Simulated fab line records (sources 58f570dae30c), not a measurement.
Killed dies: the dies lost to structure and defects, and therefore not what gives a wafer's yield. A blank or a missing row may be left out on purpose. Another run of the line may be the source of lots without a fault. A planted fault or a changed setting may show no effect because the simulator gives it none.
A single fault, viewed from 2 desks || flow berkeley-cmos170 || numbers are kept per desk, each desk with only its own; the story behind them comes last

## TOOL OWNER'S DESK, plasma-asher-02
The tool's own readings at UCB170_M2_STRIP_07 (strips in O2): means of the sampled wafers that have a number, for each lot that ran on this tool. If a lot's mean is further than 4 standard deviations from the usual mean, the lot is out of limits and carries the mark OUT (the distance appears in the brackets).
Columns: A = drypump-motor-current-A at UCB170_M2_STRIP_07, usual 6.0 A; B = o2-flow-sccm at UCB170_M2_STRIP_07, usual 399.8 sccm; C = oes-product-au at UCB170_M2_STRIP_07, usual 0.735 a.u.; D = strip-time-to-endpoint-s at UCB170_M2_STRIP_07, usual 21.96 s
{"lot": "L945", "first seen here": "day 9 03:31", "A": 6.3, "B": 399.9, "C": 0.735, "D": 22.02}
{"lot": "L947", "first seen here": "day 9 04:04", "A": 6.1, "B": 398.5, "C": 0.731, "D": 21.94}
{"lot": "L951", "first seen here": "day 10 13:16", "A": 6.1, "B": "599.5 (+99 or more) OUT", "C": "0.765 (+6.4) OUT", "D": "20.89 (-17) OUT"}
{"lot": "L954", "first seen here": "day 10 23:40", "A": 6.1, "B": "601.0 (+99 or more) OUT", "C": "0.759 (+5.1) OUT", "D": "20.94 (-16) OUT"}
Finding of this desk: L951, L954 out of limits; the first was L951 at day 10 13:16, on o2-flow-sccm at UCB170_M2_STRIP_07. Within limits: L945, L947.

## METROLOGY DESK
Lot by lot, what the gauges showed, no matter which tool ran the lot: averages of those sampled wafers that carry a number. If a lot's mean is further than 4 standard deviations from the usual mean, the lot is out of limits and carries the mark OUT (the distance appears in the brackets).
Columns: A = cd-nm at UCB170_M1_CD_MEAS_09, usual 700.1 nm; B = M2_AL_RS at UCB170_M2_RS_MEAS_02, usual 0.0323 ohm/sq
{"lot": "L939", "first seen here": "day 7 10:12", "A": 699.9, "B": 0.0320}
{"lot": "L938", "first seen here": "day 7 10:32", "A": 699.8, "B": 0.0328}
{"lot": "L941", "first seen here": "day 7 16:34", "A": 698.3, "B": 0.0320}
{"lot": "L942", "first seen here": "day 7 17:02", "A": 701.3, "B": 0.0323}
{"lot": "L945", "first seen here": "day 8 20:25", "A": 701.4, "B": 0.0322}
{"lot": "L946", "first seen here": "day 8 20:39", "A": 698.5, "B": 0.0322}
{"lot": "L947", "first seen here": "day 8 20:45", "A": 699.6, "B": 0.0324}
{"lot": "L944", "first seen here": "day 8 20:57", "A": 699.3, "B": 0.0319}
{"lot": "L943", "first seen here": "day 8 21:03", "A": 701.3, "B": 0.0322}
{"lot": "L950", "first seen here": "day 9 09:10", "A": 699.9, "B": 0.0320}
{"lot": "L951", "first seen here": "day 10 05:05", "A": 702.6, "B": 0.0325}
{"lot": "L954", "first seen here": "day 10 13:07", "A": 702.0, "B": 0.0319}
{"lot": "L959", "first seen here": "day 11 03:39", "A": 699.0, "B": 0.0323}
{"lot": "L961", "first seen here": "day 12 07:17", "A": 702.3, "B": 0.0320}
This desk's verdict: no lot among the 14 shows anything out of limits.

## PUT TOGETHER
At day 10 13:16, on L951, L954, the tool owner's desk was in a position to raise an alarm.
From the metrology desk's view, nothing was out of limits.
The metrology desk has L951, L954 on record, within its limits.
UCB170_M2_STRIP_07 was run on plasma-asher-02 by each of the lots named.

## WHAT HAD BEEN PUT IN BY THE SIMULATOR
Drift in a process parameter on plasma-asher-02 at UCB170_M2_STRIP_07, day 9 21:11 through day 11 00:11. Setting o2-flow-sccm, moved by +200, from 400. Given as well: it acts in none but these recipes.
Lots struck among those shown: L951, L954.
Each desk's first reading out of limits, in hours after the fault started: the tool owner's desk, 16.
